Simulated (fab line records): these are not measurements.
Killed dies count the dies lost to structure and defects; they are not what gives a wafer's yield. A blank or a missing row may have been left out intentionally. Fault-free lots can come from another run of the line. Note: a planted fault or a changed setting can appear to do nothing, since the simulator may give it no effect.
Code-filled problem report in 8D (eight disciplines) form | flow ritCmos | the parts of the form that need people (team, actions taken, sign-off) are left out

== 1. THE ISSUE ==
Mean of tubeCenterTempC at RIT_M1_ANNEAL_15: 390.01 C across 9 wafers in 3 lots; on wafers with no fault it is 450.01 C (standard deviation 0.038). That is -99 or more standard deviations from the usual mean.
The step: time 1800 s.
Earliest sighting: wafer L112.3 on furnace-02 at day 5 14:40. At this step, 21 wafers from 7 lots have a number in the record. The rule behind "out" and "out of limits": a value lying over 4 standard deviations away from the usual mean. All remaining wafers that have a number are taken as sound.

== 2. WHAT IT IS; WHAT IT IS NOT ==
question                    | is                                                                                                                                              | is not
which readings at this step | tubeCenterTempC, spikeTcCentreC, spikeTcLoadC, spikeTcSourceC, tube_center_temp_C_max, zonePowerCentrePct, zonePowerLoadPct, zonePowerSourcePct | -
which lots                  | L112, L113, L114                                                                                                                                | L103, L104, L105, L106
which wafers of those lots  | all that have a number                                                                                                                          | -
read on which tools         | furnace-02                                                                                                                                      | -
when                        | from day 5 14:40                                                                                                                                | up to then (12 sound wafers)

== 3. THE SUSPECTS, EACH WITH WHAT RULES IT OUT ==
Counting: a tool stays on the suspect list if, at a process step up to the reading, it processed all lots that are out and no sound lot following the first of them.
- furnace-02 at RIT_M1_ANNEAL_15 (time 1800 s): kept. All lots that are out passed through it, beginning with L112 at day 5 14:40, and no sound lot followed; its final sound lot before that point was L106 at day 4 05:09. Its own spikeTcCentreC, spikeTcLoadC, spikeTcSourceC, tubeCenterTempC, tube_center_temp_C_max, zonePowerCentrePct, zonePowerLoadPct, zonePowerSourcePct readings are out on those wafers.
The count leaves furnace-02 at RIT_M1_ANNEAL_15.

== 4. THE CAUSE (what the simulator had put in) ==
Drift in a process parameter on furnace-02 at RIT_M1_ANNEAL_15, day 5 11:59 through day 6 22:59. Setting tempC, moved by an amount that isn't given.
This tool alone remained once counting was done.

== 5. SEQUENCE OF EFFECTS, ordered by route ==
Rows list readings where the struck wafers' mean (over those with a number) sits beyond 3 standard deviations from the usual. Readings are gone through only where the record gives a usual standard deviation; hours: the median, over the lots, of the time from a lot's start at the first step in this table giving one to that lot's start at this step; sigmas: the change measured in usual standard deviations.
hours | step             | reading                | usual    | on struck wafers | change | sigmas
0     | RIT_M1_ANNEAL_15 | spikeTcCentreC         | 453.5 C  | 393.5            | -60.0  | -55
0     | RIT_M1_ANNEAL_15 | spikeTcLoadC           | 469.7 C  | 408.9            | -60.8  | -67
0     | RIT_M1_ANNEAL_15 | spikeTcSourceC         | 462.4 C  | 401.5            | -60.9  | -68
0     | RIT_M1_ANNEAL_15 | tubeCenterTempC        | 450.01 C | 390.01           | -60.00 | -99 or more
0     | RIT_M1_ANNEAL_15 | tube_center_temp_C_max | 451.18   | 391.16           | -60.02 | -99 or more
0     | RIT_M1_ANNEAL_15 | zonePowerCentrePct     | 17.86 %  | 15.24            | -2.62  | -14
0     | RIT_M1_ANNEAL_15 | zonePowerLoadPct       | 6.47 %   | 5.08             | -1.39  | -21
0     | RIT_M1_ANNEAL_15 | zonePowerSourcePct     | 6.78 %   | 5.34             | -1.44  | -20
It contains these process steps:
- RIT_M1_ANNEAL_15: time 1800 s.
At these later measuring or inspecting steps, every struck wafer for which the step has a row has a number for every such reading, and none has moved that far: RIT_M1_BOW_MEAS_16.

== 6. WHAT WOULD HAVE CAUGHT IT SOONER ==
The fault began at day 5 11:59; the first out-of-limits reading in this record came at day 5 14:40, 3 hours later.
